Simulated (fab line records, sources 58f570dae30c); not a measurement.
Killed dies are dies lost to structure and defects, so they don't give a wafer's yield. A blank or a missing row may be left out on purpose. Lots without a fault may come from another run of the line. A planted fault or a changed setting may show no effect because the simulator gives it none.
A struck lot beside a sound one | flow berkeley_cmos170 | 43 steps out of a route of 331
Sound: wafers L418.1, L418.2, L418.3. Struck: wafers L433.1, L433.2, L433.5. The cause comes at the end.
At each step with rows: each side's tool, then ch and its chambers, then its first start. Under that, the readings that differ: sound wafers | struck wafers | difference of the means | sigmas: that difference in standard deviations of wafers without a fault.
alike: readings whose means differ by less than 2 such deviations, and words and numbers that are the same on both sides. not compared: withheld readings, readings that some wafer has no value for, bounds like >300 that may hide the same value, and numbers for which the record gives no deviation and whose values overlap.
The two part at a step that has a row with sigmas, a row that says differs or no value, or rows on one side only. Numbers that don't overlap but have no deviation are shown without sigmas and don't part them. A reading that every wafer of one side lacks parts them only if that side has two wafers or more.

UCB170_GATE_ETCH_15: etches poly-Si in HBr/Cl2, stops on SiO2, time 56.3 s, target depth 278.2 nm.
  sound on rie_si-02 ch 0,1,3, day 7 05:49; struck on rie_si-02 ch 0,1,3, day 10 14:03
  alike: drypump_motor_current_A, oes_product_au, throttle_valve_pct
  not compared: rf_hours_counter_h
UCB170_GATE_STRIP_16: strips in O2.
  sound on plasma_asher-02 ch 0,1, day 7 05:52; struck on plasma_asher-02 ch 0,1, day 10 14:06
  alike: drypump_motor_current_A, o2_flow_sccm, oes_product_au
  not compared: rf_hours_counter_h
UCB170_GATE_CD_MEAS_90: target cd 350 nm.
  sound on cd_sem-01, day 7 05:58; struck on cd_sem-02, day 10 14:14
  alike: cd_nm
then, 7 steps without rows for these wafers: UCB170_GATE_CLEAN_17 (cleans in SPM, time 600 s); UCB170_PLDD_HMDS_00 (prime time 60 s); UCB170_PLDD_COAT_01 (resist thk 900 nm); UCB170_PLDD_SOFTBAKE_02 (time 60 s); UCB170_PLDD_EXPOSE_03 (exposes mask PSELECT, target cd 1200 nm); UCB170_PLDD_PEB_04; UCB170_PLDD_DEVELOP_05 (develop time 45 s).
UCB170_PLDD_CD_MEAS_06: target cd 1200 nm.
  sound on cd_sem-01, day 7 08:05; struck on cd_sem-02, day 10 15:38
  alike: cd_nm
UCB170_PLDD_OVL_MEAS_07:
  sound on overlay-01, day 7 08:13; struck on overlay-02, day 10 15:46
  alike: PLDD_OVL
UCB170_PLDD_IMPLANT_08:
  sound on implanter-02 ch 0, day 7 08:14; struck on implanter-02 ch 0, day 10 15:47
  reading            | sound                         | struck                        | difference | sigmas
  dose_ions_cm2      | 4.993e+13 5.007e+13 4.996e+13 | 2.061e+13 2.052e+13 2.065e+13 | -2.939e+13 | -99 or more
  faraday_current_uA | 155 164 157                   | 65 64 66                      | -94        | -17
then, 1 step without rows for these wafers: UCB170_PLDD_IMPLANT_09.
UCB170_PLDD_STRIP_10: strips in O2.
  sound on plasma_asher-03 ch 0,1, day 7 08:32; struck on plasma_asher-03 ch 0,1, day 10 16:05
  alike: drypump_motor_current_A, o2_flow_sccm, oes_product_au, strip_time_to_endpoint_s
  not compared: rf_hours_counter_h
UCB170_PLDD_TW_MEAS_11:
  sound on film_metro-01, day 7 08:38; struck on film_metro-03, day 10 16:32
  reading | sound       | struck      | difference | sigmas
  PLDD_TW | 993 994 996 | 913 915 915 | -80        | -8
  not compared: hold
then, 6 steps without rows for these wafers: UCB170_NLDD_HMDS_00 (prime time 60 s); UCB170_NLDD_COAT_01 (resist thk 900 nm); UCB170_NLDD_SOFTBAKE_02 (time 60 s); UCB170_NLDD_EXPOSE_03 (exposes mask NSELECT, target cd 1200 nm); UCB170_NLDD_PEB_04; UCB170_NLDD_DEVELOP_05 (develop time 45 s).
UCB170_NLDD_CD_MEAS_06: target cd 1200 nm.
  sound on cd_sem-01, day 7 12:44; struck on cd_sem-02, day 10 21:55
  alike: cd_nm
UCB170_NLDD_OVL_MEAS_07:
  sound on overlay-01, day 7 12:51; struck on overlay-02, day 10 22:02
  alike: NLDD_OVL
then, 2 steps without rows for these wafers: UCB170_NLDD_IMPLANT_08; UCB170_NLDD_IMPLANT_09.
UCB170_NLDD_STRIP_10: strips in O2.
  sound on plasma_asher-02 ch 0,1, day 7 13:11; struck on plasma_asher-03 ch 0,1, day 10 22:22
  alike: drypump_motor_current_A, o2_flow_sccm, oes_product_au, strip_time_to_endpoint_s
  not compared: rf_hours_counter_h
UCB170_NLDD_TW_MEAS_11:
  sound on film_metro-02, day 7 13:17; struck on film_metro-03, day 10 22:28
  reading | sound          | struck         | difference | sigmas
  NLDD_TW | 2192 2177 2167 | 2229 2229 2233 | +52        | +2
then, 1 step without rows for these wafers: UCB170_NLDD_CLEAN_12 (cleans in SPM, time 600 s).
UCB170_SPACER_CVD_00: deposits SiO2 from TEOS/O2, target thk 376 nm, time 47 s.
  sound on pecvd-03 ch 0,1,2, day 7 13:43; struck on pecvd-04 ch 0,1, day 10 22:52
  alike: heater_power_w
UCB170_SPACER_THK_MEAS_01:
  sound on film_metro-02, day 7 13:46; struck on film_metro-01, day 10 22:55
  alike: SPACER_TEOS_THK
then, 8 steps without rows for these wafers: UCB170_SPACER_ANNEAL_02 (time 1800 s); UCB170_SPACER_ETCHBACK_03 (etches SiO2 in CHF3/CF4/Ar, stops on Si, target depth 376 nm, time 100 s); UCB170_PSD_HMDS_00 (prime time 60 s); UCB170_PSD_COAT_01 (resist thk 900 nm); UCB170_PSD_SOFTBAKE_02 (time 60 s); UCB170_PSD_EXPOSE_03 (exposes mask PSELECT MOD, target cd 1200 nm); UCB170_PSD_PEB_04; UCB170_PSD_DEVELOP_05 (develop time 45 s).
UCB170_PSD_CD_MEAS_06: target cd 1200 nm.
  sound on cd_sem-02, day 7 19:34; struck on cd_sem-01, day 11 02:19
  alike: cd_nm
UCB170_PSD_OVL_MEAS_07:
  sound on overlay-02, day 7 19:41; struck on overlay-02, day 11 02:26
  alike: PSD_OVL
UCB170_SDANNEAL_RS_MEAS_04: measures by four-point-probe.
  sound on film_metro-01, day 8 04:50; struck on film_metro-03, day 11 08:34
  reading          | sound                | struck               | difference | sigmas
  PLDD_RS (ohm/sq) | 1028.1 1028.9 1030.0 | 1350.1 1355.7 1348.9 | +322.6     | +99 or more
  not compared: hold
then, 1 step without rows for these wafers: UCB170_M3_PROBE_99.

WHERE THEY PART
First at UCB170_PLDD_IMPLANT_08; last, within this record, at UCB170_SDANNEAL_RS_MEAS_04.

WHY: what the simulator had put in
Process parameter drift: implanter-02, from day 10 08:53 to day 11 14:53, at UCB170_PLDD_IMPLANT_08. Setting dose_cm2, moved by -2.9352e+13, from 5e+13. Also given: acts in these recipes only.
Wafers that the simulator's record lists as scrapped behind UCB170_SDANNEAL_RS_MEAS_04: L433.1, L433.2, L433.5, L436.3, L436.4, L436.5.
